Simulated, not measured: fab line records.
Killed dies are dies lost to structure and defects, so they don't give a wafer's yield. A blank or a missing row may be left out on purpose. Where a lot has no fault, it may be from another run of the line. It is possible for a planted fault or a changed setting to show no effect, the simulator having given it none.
Split-lot study | flow rit_cmos | route with 202 steps; 5 lots, 23 wafers read

== SPLIT DETAILS ==
At RIT_SILICIDE_SPUTTER_01 (material Ti, target thk 30 nm, time 240 s), the setting chamber_pressure_pa was moved away from the recipe's 0.667 Pa on 15 of the 23 wafers read, by -12.5% to -5.6%. The other wafers ran this setting at the recipe's value.

The file shows no step between the split and the reading.

== THE READING ==
At RIT_SILICIDE_RS_MEAS_02, a four-point-probe measurement gives SILICIDE_TI_RS in ohm/sq. A value of 48.2 ohm/sq with a standard deviation of 0.85 ohm/sq is what fault-free wafers of this fab line usually give.

wafer  | tool, chamber at the split | chamber_pressure_pa as run, Pa | against the recipe | SILICIDE_TI_RS, ohm/sq | against lot-mates on the recipe
L074.1 | pvd_sputter-01, -          | 0.667                          | recipe             | 49.6                   | -
L074.2 | pvd_sputter-01, -          | 0.667                          | recipe             | 49.4                   | -
L074.3 | pvd_sputter-01, -          | 0.667                          | recipe             | 48.8                   | -
L074.4 | pvd_sputter-01, -          | 0.667                          | recipe             | 49.5                   | -
L074.5 | pvd_sputter-01, -          | 0.667                          | recipe             | 49.4                   | -
L078.1 | pvd_sputter-01, -          | 0.6174                         | -7.4%              | 40.4                   | no lot-mate on the recipe
L078.3 | pvd_sputter-01, -          | 0.6174                         | -7.4%              | 40.8                   | no lot-mate on the recipe
L078.4 | pvd_sputter-01, -          | 0.6174                         | -7.4%              | 40.3                   | no lot-mate on the recipe
L078.5 | pvd_sputter-01, -          | 0.6174                         | -7.4%              | 40.5                   | no lot-mate on the recipe
L078.6 | pvd_sputter-01, -          | 0.6174                         | -7.4%              | 40.6                   | no lot-mate on the recipe
L079.1 | pvd_sputter-03, -          | 0.6299                         | -5.6%              | 43.9                   | no lot-mate on the recipe
L079.2 | pvd_sputter-03, -          | 0.6299                         | -5.6%              | 43.0                   | no lot-mate on the recipe
L079.4 | pvd_sputter-03, -          | 0.6299                         | -5.6%              | 43.5                   | no lot-mate on the recipe
L079.5 | pvd_sputter-03, -          | 0.6299                         | -5.6%              | 43.6                   | no lot-mate on the recipe
L079.6 | pvd_sputter-03, -          | 0.6299                         | -5.6%              | 43.2                   | no lot-mate on the recipe
L083.1 | pvd_sputter-01, -          | 0.5835                         | -12.5%             | 36.8                   | no lot-mate on the recipe
L083.2 | pvd_sputter-01, -          | 0.5835                         | -12.5%             | 36.7                   | no lot-mate on the recipe
L083.3 | pvd_sputter-01, -          | 0.5835                         | -12.5%             | 36.9                   | no lot-mate on the recipe
L083.4 | pvd_sputter-01, -          | 0.5835                         | -12.5%             | 36.8                   | no lot-mate on the recipe
L083.5 | pvd_sputter-01, -          | 0.5835                         | -12.5%             | 37.2                   | no lot-mate on the recipe
L084.2 | pvd_sputter-03, -          | 0.667                          | recipe             | 48.9                   | -
L084.4 | pvd_sputter-03, -          | 0.667                          | recipe             | 48.6                   | -
L084.6 | pvd_sputter-03, -          | 0.667                          | recipe             | 48.0                   | -

THE FIT
A straight line over all 23 wafers: SILICIDE_TI_RS changes by +0.994 ohm/sq for each +1% of chamber_pressure_pa; r = +0.99; the points scatter about the line by 0.65 ohm/sq.
Too few moved wafers with a lot-mate on the recipe to fit a line net of each lot's own level.

== THE WHOLE CHAIN: every reading that the file lists as answering this split, in the file's order ==
step                    | what it does                              | reading                                                                           | change (the file's fit)               | r (the file's)
RIT_SILICIDE_SPUTTER_01 | material Ti, target thk 30 nm, time 240 s | Ti_of_SILICIDE_SPUTTER_01.thk_nm (the simulator's own value, which no gauge read) | -0.116 nm for each +1% of the setting | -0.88
RIT_SILICIDE_RS_MEAS_02 | measures by four-point-probe              | SILICIDE_TI_RS                                                                    | +0.995 for each +1% of the setting    | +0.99

== THE FILE'S OWN FIT ==
SILICIDE_TI_RS changes by +0.995 ohm/sq for each +1% of chamber_pressure_pa, r = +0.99.
